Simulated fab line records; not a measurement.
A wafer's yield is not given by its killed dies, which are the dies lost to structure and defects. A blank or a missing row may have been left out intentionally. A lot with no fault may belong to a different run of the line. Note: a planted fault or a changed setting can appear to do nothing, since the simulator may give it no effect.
Matching of chambers :: flow ritCmos :: 3 sister chambers for RIT_FOX1_WET_ETCH_02 on wetBench-04
The step etches SiO2 in BOE, target depth 350 nm, time 390 s. 16 wafers are shown with their chamber, then 8 later ones without.

EACH WAFER AND ITS CHAMBER
wafer: L082.1
chamber: 0
tempC (C): 21.47

wafer: L082.4
chamber: 0
tempC (C): 21.50

wafer: L082.5
chamber: 0
tempC (C): 21.46

wafer: L083.1
chamber: 2
tempC (C): 21.47

wafer: L083.2
chamber: 2
tempC (C): 21.65

wafer: L083.4
chamber: 2
tempC (C): 21.49

wafer: L084.1
chamber: 0
tempC (C): 21.52

wafer: L084.2
chamber: 0
tempC (C): 21.56

wafer: L084.5
chamber: 0
tempC (C): 21.49

wafer: L086.2
chamber: 3
tempC (C): 21.60

wafer: L086.4
chamber: 3
tempC (C): 21.63

wafer: L086.6
chamber: 3
tempC (C): 21.52

wafer: L090.1
chamber: 0
tempC (C): 21.52

wafer: L090.2
chamber: 0
tempC (C): 21.71

wafer: L090.3
chamber: 0
tempC (C): 21.47

wafer: L092.1
chamber: 3
tempC (C): 21.55

SIGNATURES, as means of the wafers listed above
reading: tempC
chamber 0: 21.5222
chamber 2: 21.5367
chamber 3: 21.5750
scatter within a chamber: 0.0756
Rule: a wafer's distance from a chamber is the root of the sum, over the readings, of the square of ((its reading less the chamber's mean) divided by the reading's scatter). The wafer belongs to the nearest chamber; if the next one is less than 2 further off, it can't be placed. The scatter: the root of (the sum of the squares of (reading less its chamber's mean) over the shown wafers, divided by (wafers less chambers)).

WAFERS WITH NO CHAMBER GIVEN
wafer: L092.5
tempC (C): 21.50

wafer: L092.6
tempC (C): 21.48

wafer: L094.1
tempC (C): 21.41

wafer: L094.2
tempC (C): 21.38

wafer: L094.3
tempC (C): 21.41

wafer: L096.2
tempC (C): 21.46

wafer: L096.5
tempC (C): 21.45

wafer: L096.6
tempC (C): 21.55

EACH ONE'S CHAMBER
wafer: L092.5
from the rows above: can't be placed: 0 or 2 or 3
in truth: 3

wafer: L092.6
from the rows above: can't be placed: 0 or 2 or 3
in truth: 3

wafer: L094.1
from the rows above: can't be placed: 0 or 2 or 3
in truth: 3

wafer: L094.2
from the rows above: can't be placed: 0 or 2 or 3
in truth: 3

wafer: L094.3
from the rows above: can't be placed: 0 or 2 or 3
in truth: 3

wafer: L096.2
from the rows above: can't be placed: 0 or 2 or 3
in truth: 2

wafer: L096.5
from the rows above: can't be placed: 0 or 2 or 3
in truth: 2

wafer: L096.6
from the rows above: can't be placed: 2 or 3 or 0
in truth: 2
Placed correctly: 0 of 8. Cannot be placed on the basis of these rows: 8; the candidates contain the true chamber in 8. Number placed wrongly: 0.
